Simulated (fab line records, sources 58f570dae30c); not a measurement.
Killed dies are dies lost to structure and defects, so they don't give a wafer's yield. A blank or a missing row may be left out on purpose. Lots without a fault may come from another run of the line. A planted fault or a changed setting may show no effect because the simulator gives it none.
Tool commonality check | flow berkeley_cmos170 | 14 lots, 42 wafers sampled

WHY IT WAS OPENED
At UCB170_PLDD_TW_MEAS_11 the reading PLDD_TW is flagged on 2 of 14 lots. Wafers without a fault read 1009, standard deviation 5.9.
Rule: a lot is flagged when every wafer of it that has a number lies more than 4 standard deviations from that mean, or none has a number. The other lots count as sound.

lot  | measured     | on            | PLDD_TW, wafer by wafer | flag
L685 | day 6 07:50  | film_metro-04 | 1021 1017 1016          |
L684 | day 6 08:07  | film_metro-03 | 1009 1005 1009          |
L687 | day 6 21:52  | film_metro-03 | 1008 1002 1010          |
L688 | day 6 22:17  | film_metro-04 | 1015 1017 1014          |
L689 | day 7 04:46  | film_metro-03 | 1006 1001 1012          |
L692 | day 8 00:53  | film_metro-02 | 991 1000 991            |
L695 | day 8 05:02  | film_metro-04 | 1057 1053 1059          | FLAGGED
L696 | day 8 10:31  | film_metro-03 | 1054 1046 1054          | FLAGGED
L698 | day 9 01:00  | film_metro-03 | 1006 1013 1010          |
L701 | day 9 05:37  | film_metro-03 | 1006 1016 1007          |
L699 | day 9 06:13  | film_metro-04 | 1014 1014 1017          |
L702 | day 9 19:02  | film_metro-03 | 1011 1012 1011          |
L704 | day 10 04:29 | film_metro-03 | 1005 1010 1007          |
L706 | day 10 16:37 | film_metro-04 | 1011 1007 1006          |
The numbers of the flagged lots are 1054 on average: +45 against the usual, or +8 standard deviations.

WHICH TOOL RAN EACH LOT
The record holds 2 process steps before the reading, out of a route of 331 steps. In each cell: the tool, then ch and the chambers that the sampled wafers went through, then the start.
lot  | flag    | UCB170_GATE_STRIP_16                 | UCB170_PLDD_IMPLANT_08
L685 |         | plasma_asher-04 ch 0,1, day 6 05:53  | implanter-02 ch 0, day 6 07:27
L684 |         | plasma_asher-02 ch 1, day 6 06:04    | implanter-04 ch 0, day 6 07:44
L687 |         | plasma_asher-02 ch 0,1, day 6 19:56  | implanter-04 ch 0, day 6 21:28
L688 |         | plasma_asher-04 ch 0,1, day 6 20:08  | implanter-02 ch 0, day 6 21:53
L689 |         | plasma_asher-02 ch 0,1, day 7 02:30  | implanter-02 ch 0, day 7 04:23
L692 |         | plasma_asher-02 ch 0,1, day 7 22:44  | implanter-02 ch 0, day 8 00:31
L695 | FLAGGED | plasma_asher-03 ch 0,1, day 8 02:58  | implanter-04 ch 0, day 8 04:38
L696 | FLAGGED | plasma_asher-04 ch 0, day 8 07:43    | implanter-04 ch 0, day 8 10:07
L698 |         | plasma_asher-04 ch 0,1, day 8 22:50  | implanter-02 ch 0, day 9 00:37
L701 |         | plasma_asher-03 ch 0,1, day 9 00:57  | implanter-02 ch 0, day 9 05:13
L699 |         | plasma_asher-04 ch 0,1, day 9 01:05  | implanter-02 ch 0, day 9 05:49
L702 |         | plasma_asher-04 ch 0, day 9 16:21    | implanter-02 ch 0, day 9 18:36
L704 |         | plasma_asher-04 ch 1, day 10 02:20   | implanter-02 ch 0, day 10 04:05
L706 |         | plasma_asher-02 ch 0,1, day 10 13:31 | implanter-02 ch 0, day 10 16:14
What these steps do:
- UCB170_GATE_STRIP_16: strips in O2.
- UCB170_PLDD_IMPLANT_08
- UCB170_PLDD_TW_MEAS_11

FLAGGED OVER TOTAL, TOOL BY TOOL (the gauges that took the reading come last)
step                   | tool            | lots run | flagged | share of the flagged lots | sound lots run after its first flagged lot
UCB170_GATE_STRIP_16   | plasma_asher-02 | 5        | 0       | none                      | -
UCB170_GATE_STRIP_16   | plasma_asher-03 | 2        | 1       | some                      | 1 (L701)
UCB170_GATE_STRIP_16   | plasma_asher-04 | 7        | 1       | some                      | 4 (L698,L699,L702,L704)
UCB170_PLDD_IMPLANT_08 | implanter-02    | 10       | 0       | none                      | -
UCB170_PLDD_IMPLANT_08 | implanter-04    | 4        | 2       | all                       | 0
UCB170_PLDD_TW_MEAS_11 | film_metro-02   | 1        | 0       | none                      | -
UCB170_PLDD_TW_MEAS_11 | film_metro-03   | 8        | 1       | some                      | 4 (L698,L701,L702,L704)
UCB170_PLDD_TW_MEAS_11 | film_metro-04   | 5        | 1       | some                      | 2 (L699,L706)

WHAT THE TABLE ALLOWS
1 row of the table ran every flagged lot: implanter-04 at UCB170_PLDD_IMPLANT_08.
- implanter-04 at UCB170_PLDD_IMPLANT_08: 2 of its 4 lots flagged. Its last sound lot is L687 (day 6 21:28), its first flagged lot L695 (day 8 04:38): a fault that began between those two fits. Its own readings lie more than 4 standard deviations out on every wafer of the flagged lots: beam_on_s, dose_ions_cm2.
One tool is left: implanter-04 at UCB170_PLDD_IMPLANT_08.

WHAT THE SIMULATOR HAD PUT IN
Process parameter drift: implanter-04, from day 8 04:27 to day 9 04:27, at UCB170_PLDD_IMPLANT_08. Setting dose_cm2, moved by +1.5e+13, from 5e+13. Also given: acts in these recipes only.
Lots struck among those shown: L695, L696. The rule above found the same.
